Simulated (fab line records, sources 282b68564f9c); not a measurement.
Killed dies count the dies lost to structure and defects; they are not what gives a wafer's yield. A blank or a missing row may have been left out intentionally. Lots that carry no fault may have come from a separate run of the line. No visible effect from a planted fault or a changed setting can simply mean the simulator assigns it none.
A struck lot beside a sound one / flow rit_cmos / 15 out of 202 route steps
Sound: these wafers, L587.3, L587.4, L587.6. Wafers struck: L604.1, L604.4, L604.5. At the end, the cause is stated.
Order at every step that has rows: each side's tool, ch and its chambers, its first start. Under that, the readings that differ: sound wafers / struck wafers / difference of the means / sigmas: that difference in standard deviations of wafers without a fault.
alike: same words and numbers on both sides, and readings whose means sit less than 2 such deviations apart. not compared: any withheld reading, any reading some wafer has no value for, any bound like >300 that may hide the same value, and any number with overlapping values for which the record gives no deviation.
The two part at a step that has a row with sigmas, a row that says differs or no value, or rows on one side only. Numbers that have no deviation but don't overlap get no sigmas and don't part them. A reading missing from all wafers of one side parts the sides only when that side holds two or more wafers.

first, 2 steps without rows for these wafers: RIT_NWELL_HARDBAKE_07 (time 120 s); RIT_NWELL_IMPLANT_08.
RIT_NWELL_STRIP_09: strips in O2, time 180 s.
  sound on plasma_asher-02 ch 0,1, day 3 01:01; struck on plasma_asher-01 ch 0,1, day 6 11:09
  alike: drypump_motor_current_A
  not compared: rf_hours_counter_h
RIT_NWELL_TW_MEAS_10:
  sound: film_metro-04 at day 3 01:09; struck: film_metro-01 at day 6 11:20
  alike: NWELL_TW
then, 6 steps without rows for these wafers: RIT_PWELL_HMDS_00 (prime time 60 s); RIT_PWELL_COAT_01 (resist thk 1300 nm); RIT_PWELL_SOFTBAKE_02 (time 60 s); RIT_PWELL_EXPOSE_03 (exposes mask M3, target cd 43700 nm); RIT_PWELL_PEB_04; RIT_PWELL_DEVELOP_05 (develop time 68 s).
RIT_PWELL_OVL_MEAS_06:
  sound: overlay-02 at day 3 02:14; struck: overlay-01 at day 6 12:16
  alike: PWELL_OVL
then, 1 step without rows for these wafers: RIT_PWELL_HARDBAKE_07 (time 120 s).
RIT_PWELL_IMPLANT_08:
  sound on implanter-04 ch 0, day 3 02:37; struck on implanter-04 ch 0, day 6 12:34
reading=tilt_deg (degrees); sound=6.966 6.970 6.988; struck=4.428 4.453 4.453; difference=-2.530; sigmas=-99 or more
RIT_PWELL_STRIP_09: strips in O2, time 180 s.
  sound on plasma_asher-03 ch 0,1, day 3 02:47; struck on plasma_asher-02 ch 0,1, day 6 12:43
  alike: drypump_motor_current_A
  not compared: rf_hours_counter_h
RIT_M1_PROBE_99:
  sound: prober-01 at day 4 13:50; struck: prober-02 at day 7 23:52
  alike: killed_at_contacts, killed_at_front_end, killed_dies, killed_open, killed_short

## WHERE THEY PART
Within this record, at RIT_PWELL_IMPLANT_08 only. Later steps at which nothing parts them and some readings are alike: RIT_PWELL_STRIP_09, RIT_M1_PROBE_99.

WHY: the cause the simulator had injected
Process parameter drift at RIT_PWELL_IMPLANT_08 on implanter-04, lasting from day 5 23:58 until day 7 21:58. Setting tilt_deg, moved by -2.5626, from 7. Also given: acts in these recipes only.
